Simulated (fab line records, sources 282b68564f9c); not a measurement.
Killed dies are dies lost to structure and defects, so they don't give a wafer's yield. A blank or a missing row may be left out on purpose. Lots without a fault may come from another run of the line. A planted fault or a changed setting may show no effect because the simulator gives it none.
One fault seen from 2 desks | flow rit_cmos | each desk has only its own numbers; what lay behind them comes last

THE TOOL OWNER'S DESK: lpcvd-01
The tool's own readings at RIT_SPACER_CVD_03 (deposits Si3N4 from SiH2Cl2/NH3, target thk 250 nm, time 3300 s): means of the sampled wafers that have a number, for each lot that ran on this tool. A lot is out of limits, marked OUT, if its mean lies more than 4 standard deviations from the usual mean; the brackets give that distance.
Columns: A = sih2cl2_flow_sccm at RIT_SPACER_CVD_03, usual 59.97 sccm
lot  | first seen here | A
L605 | day 2 22:04     | 59.81
L606 | day 3 02:10     | 59.90
L609 | day 3 21:28     | 60.03
L611 | day 4 04:10     | 60.08
L612 | day 4 13:29     | 59.98
L613 | day 4 18:26     | 60.07
L615 | day 5 05:03     | 59.88
L622 | day 6 11:55     | 60.13
L623 | day 6 18:37     | 60.07
This desk's finding: nothing out of limits on any of the 9 lots.

THE METROLOGY DESK
What the gauges read, lot by lot, whatever tool the lot ran on: means of the sampled wafers that have a number. A lot is out of limits, marked OUT, if its mean lies more than 4 standard deviations from the usual mean; the brackets give that distance.
Columns: A = SPACER_NITRIDE_THK at RIT_SPACER_THK_MEAS_04, usual 251.7 nm
lot  | first seen here | A
L605 | day 3 00:00     | 249.5
L606 | day 3 04:05     | 251.9
L608 | day 3 18:19     | 245.7
L609 | day 3 23:25     | 251.5
L610 | day 4 01:35     | 250.1
L611 | day 4 06:06     | 249.5
L612 | day 4 15:25     | 256.8
L613 | day 4 20:22     | 253.2
L615 | day 5 07:00     | 252.3
L621 | day 6 07:32     | 252.1
L622 | day 6 13:50     | 272.6 (+8.4) OUT
L623 | day 6 20:32     | 269.6 (+7.2) OUT
L624 | day 7 01:05     | 250.0
L626 | day 7 13:32     | 251.2
This desk's finding: out of limits on L622, L623; first on L622, day 6 13:50 (SPACER_NITRIDE_THK at RIT_SPACER_THK_MEAS_04). In limits: L605, L606, L608, L609, L610, L611, L612, L613, L615, L621, L624, L626.

PUT TOGETHER
The metrology desk could have raised an alarm at day 6 13:50, on L622, L623.
The tool owner's desk saw nothing out of limits.
The tool owner's desk has L622, L623 on record, within its limits.
Of the lots named, all ran RIT_SPACER_CVD_03 on lpcvd-01.

WHAT THE SIMULATOR HAD PUT IN
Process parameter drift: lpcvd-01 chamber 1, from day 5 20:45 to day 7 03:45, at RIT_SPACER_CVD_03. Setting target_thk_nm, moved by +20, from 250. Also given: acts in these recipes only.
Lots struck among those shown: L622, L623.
Hours from the fault's start to each desk's first reading out of limits: the metrology desk, 17.
